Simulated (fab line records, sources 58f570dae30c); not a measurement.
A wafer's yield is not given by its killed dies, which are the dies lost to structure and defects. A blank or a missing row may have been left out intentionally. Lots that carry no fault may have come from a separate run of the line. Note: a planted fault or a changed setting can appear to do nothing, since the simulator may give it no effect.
fab line records | flow berkeleyCmos170
record lots=6 wafers=18 lastDay=11
route steps=331 shown PLDD@156 NLDD@158 SPACER@171 PSD@175
lots with no fault: from the same line, run without faults
startH: hours from the record's opening day to when the first of the lot's shown wafers began | waitH: hours elapsed since this lot's preceding step | " same as the row above | L1.1+2: one row covering several wafers at once | - no value present, or no start provided | * or withheld: withheld | < > ~ a bound
route shown NAME@n: a module of which the file shows steps, and the number in the route of the first | usual: the fault-free wafers' mean and standard deviation | same: alike in all rows | chamber/n: place in a boat | sites: readings site by site | _std_site: standard deviation across them | _edge_site: outer sites' mean less inner sites' | radiusMm: how far each site lies from the wafer's centre | mask NAME#n: copy n | behind: the most recent tool/chamber to have shaped the wafer | hold: what put the lot on hold/how long, in hours/how the hold closed | device: names the non-switching transistor (n, p or np) | end of line: at the end of the route, the tests of the same wafers | a step given without rows: its recipe and nothing more | killed: the dies lost at the first sort to structure and to defects; this is not the yield of the wafer | map: per-die view of a wafer (x killed, . not killed, _ where there is no die)
set.NAME: the setting as run; set.NAME@STEP: as run at that earlier step | model.NAME: the simulator's own value behind a step, which no gauge read
certain route steps with their lots: each step a table, each wafer a row
services: the hour from which a tool's chamber was out of use, counted from the record's first day as startH (under 0 if before that day), plus the number of hours and why
## steps
# step UCB170_PLDD_TW_MEAS_11
# usual PLDD_TW=1013/7.2
# columns lot.wafer tool chamber startH waitH PLDD_TW
L212.4 filmMetro-03 - 126.71 0.1 1017
L212.5 " - " " 1011
L212.6 " - " " 1018
L214.1 filmMetro-02 - 130.35 0.1 1025
L214.5 " - " " 1021
L214.6 " - " " 1017
L221.1 filmMetro-04 - 168.15 0.1 1020
L221.2 " - " " 1019
L221.3 " - " " 1013
L222.3 filmMetro-03 - 168.96 0.1 1010
L222.4 " - " " 1008
L222.6 " - " " 1013
L223.1 filmMetro-02 - 179.31 0.1 1016
L223.4 " - " " 1015
L223.5 " - " " 1009
L234.3 filmMetro-04 - 237.70 0.1 1019
L234.4 " - " " 1013
L234.6 " - " " 1018
# step UCB170_PLDD_CLEAN_12
# recipe chemistry=SPM tempC=120 timeS=600
# step UCB170_NLDD_HMDS_00
# recipe primeTimeS=60 primeTempC=100
# step UCB170_NLDD_COAT_01
# recipe resist=KrF spinRpm=1500 resistThkNm=900
# step UCB170_NLDD_SOFTBAKE_02
# recipe resist=KrF tempC=130 timeS=60
# step UCB170_NLDD_EXPOSE_03
# recipe maskId=NSELECT na=0.5 sigmaOuter=0.6 sourceShape=conventional targetCdNm=1200 doseMj=30
# step UCB170_NLDD_PEB_04
# recipe pebTempC=130 pebTimeS=withheld resist=KrF
# step UCB170_NLDD_DEVELOP_05
# recipe developer=TMAH developTimeS=45 resist=KrF devTempC=21
# step UCB170_NLDD_CD_MEAS_06
# recipe targetCdNm=1200
# usual cdNm=1199.8/1.5
# columns lot.wafer tool chamber startH waitH cdNm
L212.4 cdSem-02 - 127.95 - 1199.7
L212.5 " - " " 1200.6
L212.6 " - " " 1199.4
L214.1 cdSem-01 - 131.56 - 1201.8
L214.5 " - " " 1200.0
L214.6 " - " " 1200.5
L221.1 cdSem-01 - 169.35 - 1200.7
L221.2 " - " " 1202.5
L221.3 " - " " 1202.1
L222.3 cdSem-02 - 170.54 - 1200.3
L222.4 " - " " 1200.8
L222.6 " - " " 1201.3
L223.1 cdSem-01 - 180.73 - 1199.0
L223.4 " - " " 1198.9
L223.5 " - " " 1200.4
L234.3 cdSem-02 - 238.89 - 1199.2
L234.4 " - " " 1199.7
L234.6 " - " " 1198.4
# step UCB170_NLDD_OVL_MEAS_07
# usual NLDD_OVL=2/5.4
# columns lot.wafer tool chamber startH waitH NLDD_OVL[nm]
L212.4 overlay-01 - 128.02 0.1 0
L212.5 " - " " -5
L212.6 " - " " -4
L214.1 overlay-02 - 131.68 0.1 3
L214.5 " - " " 6
L214.6 " - " " 1
L221.1 overlay-02 - 169.47 0.1 6
L221.2 " - " " -2
L221.3 " - " " -4
L222.3 overlay-02 - 170.63 0.1 -6
L222.4 " - " " -8
L222.6 " - " " -2
L223.1 overlay-02 - 180.85 0.1 -5
L223.4 " - " " -1
L223.5 " - " " 0
L234.3 overlay-02 - 238.98 0.1 4
L234.4 " - " " 4
L234.6 " - " " 5
# step UCB170_NLDD_IMPLANT_08
# recipe species=As doseCm2=5e+13 energyKev=30 tiltDeg=7 rotationDeg=0
# step UCB170_NLDD_IMPLANT_09
# recipe species=As doseCm2=5e+13 energyKev=30 tiltDeg=7 rotationDeg=180
# step UCB170_NLDD_STRIP_10
# recipe chemistry=O2 powerW=400 pressureMtorr=3500 platenTempC=withheld o2FlowSccm=400 overashFraction=0.5
# usual chamberPressureMTorr=3500/3.2 drypumpMotorCurrentA=6.1/0.4 oesProductAu=0.734/0.0045 stripTimeToEndpointS=21.61/0.049
# columns lot.wafer tool chamber startH waitH chamberPressureMTorr drypumpMotorCurrentA oesProductAu rfHoursCounterH stripTimeToEndpointS model.KrF_of_NLDD_COAT_01.thkNm
L212.4 plasmaAsher-03 1 128.38 0.1 3501 6.5 0.732 - 21.55 0
L212.5 " 1 " " 3498 6.5 0.735 - 21.59 0
L212.6 " 0 " " 3494 5.3 0.741 - 21.63 0
L214.1 plasmaAsher-02 1 132.02 0.1 3496 6.6 0.743 41 21.55 0
L214.5 " 1 " " 3497 6.5 0.736 - 21.64 0
L214.6 " 0 " " 3495 5.9 0.728 - 21.57 0
L221.1 plasmaAsher-02 1 169.80 0.1 - - - - - 882.2
L221.2 " 0 " " - - - - - 882.2
L221.3 " 0 " " - - - - - 884.3
L222.3 plasmaAsher-02 0 170.99 0.1 - - - - - 888.3
L222.4 " 1 " " - - - - - 884.6
L222.6 " 0 " " - - - - - 887.7
L223.1 plasmaAsher-03 1 181.18 0.1 3504 6.6 0.741 43 21.64 0
L223.4 " 0 " " 3502 5.4 0.730 - 21.67 0
L223.5 " 1 " " 3498 6.6 0.732 - 21.62 0
L234.3 plasmaAsher-03 1 239.34 0.1 3497 6.6 0.735 - 21.55 0
L234.4 " 0 " " 3498 5.4 0.740 - 21.59 0
L234.6 " 0 " " 3508 5.4 0.740 - 21.59 0
# step UCB170_NLDD_TW_MEAS_11
# usual NLDD_TW=2228/15
# columns lot.wafer tool chamber startH waitH NLDD_TW
L212.4 filmMetro-02 - 128.47 0.1 2235
L212.5 " - " " 2242
L212.6 " - " " 2232
L214.1 filmMetro-03 - 132.12 0.1 2202
L214.5 " - " " 2221
L214.6 " - " " 2224
L221.1 filmMetro-03 - 169.90 0.1 2214
L221.2 " - " " 2212
L221.3 " - " " 2219
L222.3 filmMetro-03 - 171.07 0.1 2207
L222.4 " - " " 2223
L222.6 " - " " 2222
L223.1 filmMetro-03 - 181.28 0.1 2203
L223.4 " - " " 2207
L223.5 " - " " 2212
L234.3 filmMetro-02 - 239.47 0.1 2225
L234.4 " - " " 2236
L234.6 " - " " 2235
# step UCB170_NLDD_CLEAN_12
# recipe chemistry=SPM tempC=120 timeS=600
# step UCB170_SPACER_CVD_00
# recipe material=SiO2 targetThkNm=376 tempC=390 precursor=TEOS/O2 timeS=47 rfW=550 pressureMtorr=9000
# usual heaterPowerW=267/47 rfFwdPowerW=543.6/2.2
# columns lot.wafer tool chamber startH waitH heaterPowerW rfFwdPowerW
L212.4 pecvd-01 1 128.70 0.0 298 544.8
L212.5 " 0 " " 271 541.6
L212.6 " 2 " " 292 546.5
L214.1 pecvd-01 1 132.37 0.0 293 545.8
L214.5 " 1 " " 308 543.7
L214.6 " 2 " " 283 546.1
L221.1 pecvd-03 0 170.14 0.0 304 544.1
L221.2 " 2 " " 358 542.3
L221.3 " 1 " " 213 540.4
L222.3 pecvd-01 1 171.30 0.0 261 543.9
L222.4 " 0 " " 277 542.0
L222.6 " 1 " " 270 543.9
L223.1 pecvd-02 0 181.52 0.0 317 543.7
L223.4 " 2 " " 155 540.1
L223.5 " 0 " " 318 543.6
L234.3 pecvd-03 0 239.69 0.0 267 544.6
L234.4 " 0 " " 280 546.1
L234.6 " 1 " " 180 541.8
# step UCB170_SPACER_THK_MEAS_01
# recipe reads=SiO2_of_SPACER_CVD_00
# usual SPACER_TEOS_THK=377/5.1
# columns lot.wafer tool chamber startH waitH SPACER_TEOS_THK[nm]
L212.4 filmMetro-03 - 128.75 0.0 373
L212.5 " - " " 383
L212.6 " - " " 377
L214.1 filmMetro-04 - 132.41 0.0 364
L214.5 " - " " 377
L214.6 " - " " 374
L221.1 filmMetro-01 - 170.18 0.0 373
L221.2 " - " " 373
L221.3 " - " " 373
L222.3 filmMetro-03 - 171.37 0.0 369
L222.4 " - " " 385
L222.6 " - " " 378
L223.1 filmMetro-01 - 181.56 0.0 381
L223.4 " - " " 386
L223.5 " - " " 392
L234.3 filmMetro-01 - 239.75 0.0 376
L234.4 " - " " 383
L234.6 " - " " 380
# step UCB170_SPACER_ANNEAL_02
# recipe tempC=900 timeS=1800 ambient=N2
# step UCB170_SPACER_ETCHBACK_03
# recipe stopOn=Si target=SiO2 chemistry=CHF3/CF4/Ar CHF3_flow_sccm=50 cf4FlowSccm=10 Ar_flow_sccm=120 pressureMtorr=200 rfW=500 targetDepthA=3760 timeS=100
# usual cf4FlowSccm=9.998/0.03 drypumpMotorCurrentA=5.5/0.54 mfcArSccm=120.0/0.34 oesProductAu=0.905/0.017 rfFwdPowerW=496.7/1.7 throttleValvePct=6.46/0.091
# columns lot.wafer tool chamber startH waitH cf4FlowSccm drypumpMotorCurrentA mfcArSccm oesProductAu rfFwdPowerW rfHoursCounterH throttleValvePct
L212.4 rieDiel-03 0 136.01 0.1 9.973 5.4 119.3 0.894 495.8 47 6.47
L212.5 " 0 " " 10.017 5.4 120.2 0.895 493.5 - 6.46
L212.6 " 1 " " 9.998 5.8 120.1 0.905 497.3 - 6.35
L214.1 rieDiel-01 2 136.01 0.1 10.040 6.5 119.6 0.878 496.2 27 6.39
L214.5 " 1 " " 10.012 5.3 119.8 0.913 494.0 - 6.48
L214.6 " 2 " " 10.019 6.5 119.4 0.896 497.3 - 6.39
L221.1 rieDiel-01 2 174.78 0.0 10.000 6.5 120.3 0.892 499.8 29 6.40
L221.2 " 0 " " 9.999 5.2 119.9 0.888 494.7 116 6.47
L221.3 " 3 " " 10.021 6.0 120.3 0.900 497.0 119 6.44
L222.3 rieDiel-02 0 174.78 0.0 10.011 5.3 120.1 0.874 493.6 94 6.52
L222.4 " 3 " " 10.012 4.9 120.3 0.906 495.1 21 6.38
L222.6 " 1 " " 9.995 6.4 120.2 0.905 498.6 - 6.56
L223.1 rieDiel-01 2 185.36 0.0 10.002 6.5 120.6 0.913 497.3 29 6.39
L223.4 " 3 " " 9.939 6.0 119.6 0.930 498.7 119 6.44
L223.5 " 3 " " 9.996 6.0 120.4 0.947 497.7 - 6.43
L234.3 rieDiel-02 1 243.67 0.0 10.026 6.4 120.0 0.885 498.0 47 6.55
L234.4 " 0 " " 10.041 5.3 120.5 0.904 496.1 96 6.52
L234.6 " 1 " " 9.990 6.4 119.9 0.898 499.6 - 6.56
# step UCB170_PSD_HMDS_00
# recipe primeTimeS=60 primeTempC=100
# step UCB170_PSD_COAT_01
# recipe resist=KrF spinRpm=1500 resistThkNm=900
# step UCB170_PSD_SOFTBAKE_02
# recipe resist=KrF tempC=130 timeS=60
# step UCB170_PSD_EXPOSE_03
# recipe maskId=PSELECT_MOD na=0.5 sigmaOuter=0.6 sourceShape=conventional targetCdNm=1200 doseMj=30
# step UCB170_PSD_PEB_04
# recipe pebTempC=130 pebTimeS=withheld resist=KrF
# step UCB170_PSD_DEVELOP_05
# recipe developer=TMAH developTimeS=45 resist=KrF devTempC=21
# step UCB170_PSD_CD_MEAS_06
# recipe targetCdNm=1200
# usual cdNm=1199.3/1.5
# columns lot.wafer tool chamber startH waitH cdNm
L214.1 cdSem-02 - 137.60 - 1200.8
L214.5 " - " " 1202.5
L214.6 " - " " 1201.1
L212.4 cdSem-01 - 137.80 - 1198.9
L212.5 " - " " 1200.3
L212.6 " - " " 1200.6
L221.1 cdSem-02 - 175.71 - 1200.6
L221.2 " - " " 1201.7
L221.3 " - " " 1201.2
L222.3 cdSem-01 - 176.20 - 1199.9
L222.4 " - " " 1199.3
L222.6 " - " " 1200.1
L223.1 cdSem-02 - 186.50 - 1198.1
L223.4 " - " " 1197.8
L223.5 " - " " 1197.8
L234.3 cdSem-01 - 244.80 - 1197.5
L234.4 " - " " 1198.2
L234.6 " - " " 1197.5
# step UCB170_PSD_OVL_MEAS_07
# usual PSD_OVL=3/5.2
# columns lot.wafer tool chamber startH waitH PSD_OVL[nm]
L214.1 overlay-01 - 137.72 0.1 6
L214.5 " - " " 8
L214.6 " - " " 2
L212.4 overlay-02 - 137.87 0.1 4
L212.5 " - " " 4
L212.6 " - " " 5
L221.1 overlay-01 - 175.83 0.1 9
L221.2 " - " " 16
L221.3 " - " " 7
L222.3 overlay-02 - 176.29 0.1 4
L222.4 " - " " -6
L222.6 " - " " 12
L223.1 overlay-02 - 186.62 0.1 2
L223.4 " - " " 4
L223.5 " - " " 2
L234.3 overlay-01 - 244.89 0.1 0
L234.4 " - " " -3
L234.6 " - " " -1
# step UCB170_PSD_IMPLANT_08
# recipe species=B doseCm2=3e+15 energyKev=20 tiltDeg=7
# step UCB170_PSD_STRIP_09
# recipe chemistry=O2 powerW=400 pressureMtorr=3500 platenTempC=withheld o2FlowSccm=400 overashFraction=0.5
# usual chamberPressureMTorr=3500/3.5 drypumpMotorCurrentA=6.0/0.38 oesProductAu=0.600/0.0046 stripTimeToEndpointS=29.38/0.076
# columns lot.wafer tool chamber startH waitH chamberPressureMTorr drypumpMotorCurrentA oesProductAu rfHoursCounterH stripTimeToEndpointS
L214.1 plasmaAsher-01 0 137.91 0.1 3494 6.3 0.594 45 29.33
L214.5 " 0 " " 3497 6.3 0.601 - 29.39
L214.6 " 1 " " 3498 6.0 0.608 - 29.32
L212.4 plasmaAsher-03 0 138.08 0.1 3510 5.4 0.599 - 29.51
L212.5 " 1 " " 3499 6.5 0.601 - 29.44
L212.6 " 0 " " 3500 5.4 0.595 - 29.38
L221.1 plasmaAsher-01 1 176.01 0.1 3494 6.0 0.669 48 55.53
L221.2 " 0 " " 3494 6.3 0.664 48 55.45
L221.3 " 0 " " 3503 6.3 0.665 - 55.49
L222.3 plasmaAsher-01 1 176.50 0.1 3500 5.9 0.664 - 55.59
L222.4 " 0 " " 3495 6.3 0.668 - 55.56
L222.6 " 1 " " 3504 6.0 0.673 - 55.58
L223.1 plasmaAsher-04 0 186.80 0.1 3497 5.7 0.603 8 29.54
L223.4 " 0 " " 3496 5.7 0.603 - 29.41
L223.5 " 1 " " 3501 6.2 0.596 - 29.47
L234.3 plasmaAsher-04 1 245.10 0.1 3497 6.2 0.597 - 29.46
L234.4 " 0 " " 3503 5.7 0.598 - 29.47
L234.6 " 0 " " 3502 5.7 0.607 - 29.43
# step UCB170_PSD_TW_MEAS_10
# usual PSD_TW=2338/16
# columns lot.wafer tool chamber startH waitH hold PSD_TW
L214.1 filmMetro-03 - 138.01 0.1 - 2340
L214.5 " - " " - 2341
L214.6 " - " " - 2331
L212.4 filmMetro-04 - 138.17 0.1 - 2359
L212.5 " - " " - 2355
L212.6 " - " " - 2358
L221.1 filmMetro-03 - 176.11 0.1 awaitDispo/0.2h/release 30
L221.2 " - " " awaitDispo/0.2h/release 30
L221.3 " - " " awaitDispo/0.2h/release 30
L221.1 filmMetro-03 - 176.34 0.2 - 30
L221.2 " - " " - 30
L221.3 " - " " - 30
L222.3 filmMetro-02 - 176.59 0.1 awaitDispo/0.2h/release 30
L222.4 " - " " awaitDispo/0.2h/release 30
L222.6 " - " " awaitDispo/0.2h/release 30
L222.3 filmMetro-02 - 176.82 0.2 - 30
L222.4 " - " " - 30
L222.6 " - " " - 30
L223.1 filmMetro-03 - 186.95 0.1 - 2323
L223.4 " - " " - 2329
L223.5 " - " " - 2329
L234.3 filmMetro-03 - 245.19 0.1 - 2313
L234.4 " - " " - 2301
L234.6 " - " " - 2309
## services
# columns tool chamber startH hours kind
plasmaAsher-04 - 108.75 9.0 pm
plasmaAsher-04 0 108.75 9.0 ventCycle
plasmaAsher-04 1 108.75 9.0 ventCycle
pecvd-03 - 115.88 14.6 pm
plasmaAsher-04 0 117.75 - clean
plasmaAsher-04 1 117.75 - clean
rieDiel-01 2 119.27 7.8 repair
pecvd-01 - 120.30 0.5 repair
plasmaAsher-01 - 126.32 7.1 repair
rieDiel-03 0 143.16 126.4 repair
pecvd-03 - 149.44 1.1 repair
rieDiel-02 2 179.80 - clean
rieDiel-02 2 179.80 17.4 scheduledDown
rieDiel-02 2 179.80 17.4 ventCycle
rieDiel-02 0 194.72 9.8 repair
rieDiel-03 3 194.79 9.0 repair
pecvd-02 - 195.54 0.9 repair
rieDiel-02 0 208.05 4.4 repair
rieDiel-01 2 225.02 1.4 repair
rieDiel-02 0 226.92 6.6 repair
pecvd-01 - 242.50 14.0 pm
pecvd-01 0 242.50 14.0 ventCycle
pecvd-01 1 242.50 14.0 ventCycle
pecvd-01 2 242.50 14.0 ventCycle
## key
firstSign step=UCB170_NLDD_STRIP_10 reading=toolRecord direction=missing
effect step=UCB170_PSD_STRIP_09 reading=stripTimeToEndpointS direction=up sigmas=99+ usual=* struck=*
effect step=UCB170_PSD_TW_MEAS_10 reading=visit direction=added
effect step=UCB170_PSD_TW_MEAS_10 reading=PSD_TW direction=down sigmas=99+ usual=2338 struck=30
modelEffect step=UCB170_NLDD_STRIP_10 value=KrF_of_NLDD_COAT_01.thkNm without=0 struck=884.9
metAt UCB170_NLDD_STRIP_10
struckWafers L221.1,L221.2,L221.3,L222.3,L222.4,L222.6
scrappedBehind UCB170_PSD_TW_MEAS_10 L221.1,L221.2,L221.3,L222.3,L222.4,L222.6
onsetBetween 132.02 169.80
fault kind=skippedStepWhole tool=plasmaAsher-02 chamber=- onsetH=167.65 steps=UCB170_NLDD_STRIP_10 scope=struckLotsOnly
